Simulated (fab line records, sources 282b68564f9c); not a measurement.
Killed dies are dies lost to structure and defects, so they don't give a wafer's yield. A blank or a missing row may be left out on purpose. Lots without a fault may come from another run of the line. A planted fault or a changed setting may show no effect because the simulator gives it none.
Problem report in the 8D (eight disciplines) form, filled by code | flow rit_cmos | the parts of the form that need people (team, actions taken, sign-off) are left out

1. THE PROBLEM
heater_power_total_W at RIT_M1_SOFTBAKE_05 reads a mean of 35.81 W on 6 wafers of 2 lots; wafers without a fault read 34.56 W with a standard deviation of 0.05. That is +25 standard deviations from the usual mean.
The step: time 60 s.
First seen on wafer L245.2, day 6 04:04, on litho_track-01. The record holds 42 wafers of 14 lots with a number at this step. Rule for "out", or "out of limits": more than 4 standard deviations from the usual mean. The other wafers with a number count as sound.

2. WHAT IT IS AND WHAT IT IS NOT
question                    | is                                 | is not
which readings at this step | heater_power_total_W, plate_temp_C | chill_plate_temp_C
which lots                  | L245, L249                         | L231, L233, L234, L236, L238, L239, L241, L242, L251, L252, L253, L254
which wafers of those lots  | all that have a number             | -
read on which tools         | litho_track-01                     | litho_track-02, litho_track-04
when                        | from day 6 04:04                   | up to then (24 sound wafers); but 12 sound wafers of L251, L252, L253, L254 came after

3. SUSPECTS, AND WHAT RULES EACH OUT
Counting: a tool at a process step up to the reading stays a suspect if it ran every lot that is out and no sound lot after the first of them.
- litho_track-01 at RIT_M1_SOFTBAKE_05 (time 60 s): kept. It ran every lot that is out, first L245 (day 6 04:04), and no sound lot after that; its last sound lot up to then is L242 (day 5 12:11). Its own readings are out on those wafers: heater_power_total_W, plate_temp_C.
Left after counting: litho_track-01 at RIT_M1_SOFTBAKE_05.

4. THE CAUSE (what the simulator had put in)
Process parameter drift: litho_track-01, from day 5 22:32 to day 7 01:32, at RIT_M1_SOFTBAKE_05. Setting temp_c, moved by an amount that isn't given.
Counting left only this tool.

5. THE CHAIN OF EFFECTS, in route order
Each row: a reading whose mean over the struck wafers that have a number lies more than 3 standard deviations from the usual. Only readings for which the record gives a usual standard deviation are gone through. hours: the time from each lot's start at the first step in this table that gives one to its start at this step, as a median over the lots. sigmas: the change in usual standard deviations.
hours | step               | reading              | usual   | on struck wafers | change | sigmas
0     | RIT_M1_SOFTBAKE_05 | heater_power_total_W | 34.56 W | 35.81            | +1.25  | +25
0     | RIT_M1_SOFTBAKE_05 | plate_temp_C         | 90.04 C | 92.54            | +2.50  | +19
The process steps in it:
- RIT_M1_SOFTBAKE_05: time 60 s.

6. WHAT WOULD HAVE CAUGHT IT SOONER
In this record the first reading out of limits was taken at day 6 04:04, 6 hours after the fault began at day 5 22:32.
